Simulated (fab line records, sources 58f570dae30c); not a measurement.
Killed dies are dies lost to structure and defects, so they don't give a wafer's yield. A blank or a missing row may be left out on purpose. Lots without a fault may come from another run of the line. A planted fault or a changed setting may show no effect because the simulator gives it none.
Chamber matching | flow berkeley_cmos170 | UCB170_V1_CMP_02 on cmp-02: 4 sister chambers
The step polishes SiO2. 8 wafers are shown with their chamber, then 7 later ones without.

WAFERS WITH THEIR CHAMBER
wafer  | chamber | motor_current_A (A) | slurry_flow_ml_min
L670.2 | 1       | 18.0                | 150.3
L673.4 | 2       | 15.7                | 149.7
L673.5 | 0       | 17.2                | 150.0
L678.2 | 2       | 15.8                | 149.9
L678.3 | 3       | 19.2                | 150.2
L678.4 | 0       | 15.1                | 150.0
L682.1 | 3       | 18.2                | 150.5
L682.4 | 1       | 18.3                | 150.4

WAFERS WITHOUT THEIR CHAMBER
wafer  | motor_current_A (A) | slurry_flow_ml_min
L682.6 | 16.4                | 149.3
L685.2 | 16.2                | 149.6
L685.3 | 15.6                | 150.4
L685.4 | 17.9                | 150.2
L690.1 | 16.1                | 150.1
L690.5 | 17.9                | 150.2
L690.6 | 16.1                | 149.9

WHICH CHAMBER EACH WENT THROUGH
wafer  | from the rows above               | in truth
L682.6 | can't be placed: 2 or 0           | 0
L685.2 | can't be placed: 2 or 0           | 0
L685.3 | can't be placed: 0 or 1 or 3 or 2 | 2
L685.4 | can't be placed: 1 or 3 or 0      | 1
L690.1 | can't be placed: 0 or 2           | 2
L690.5 | can't be placed: 1 or 3 or 0      | 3
L690.6 | can't be placed: 0 or 2           | 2
Placed correctly: 0 of 7. Can't be placed from these rows: 7 (the true chamber is among the candidates in 7). Placed wrongly: 0.
How it was worked out, from the rows above alone: a wafer's distance from a chamber is the root of the sum, over the readings, of the square of ((its reading less the chamber's mean) divided by the reading's scatter). The wafer belongs to the nearest chamber; if the next one is less than 2 further off, it can't be placed. A chamber's mean is the mean of its shown wafers. The scatter: the root of (the sum of the squares of (reading less its chamber's mean) over the shown wafers, divided by (wafers less chambers)).
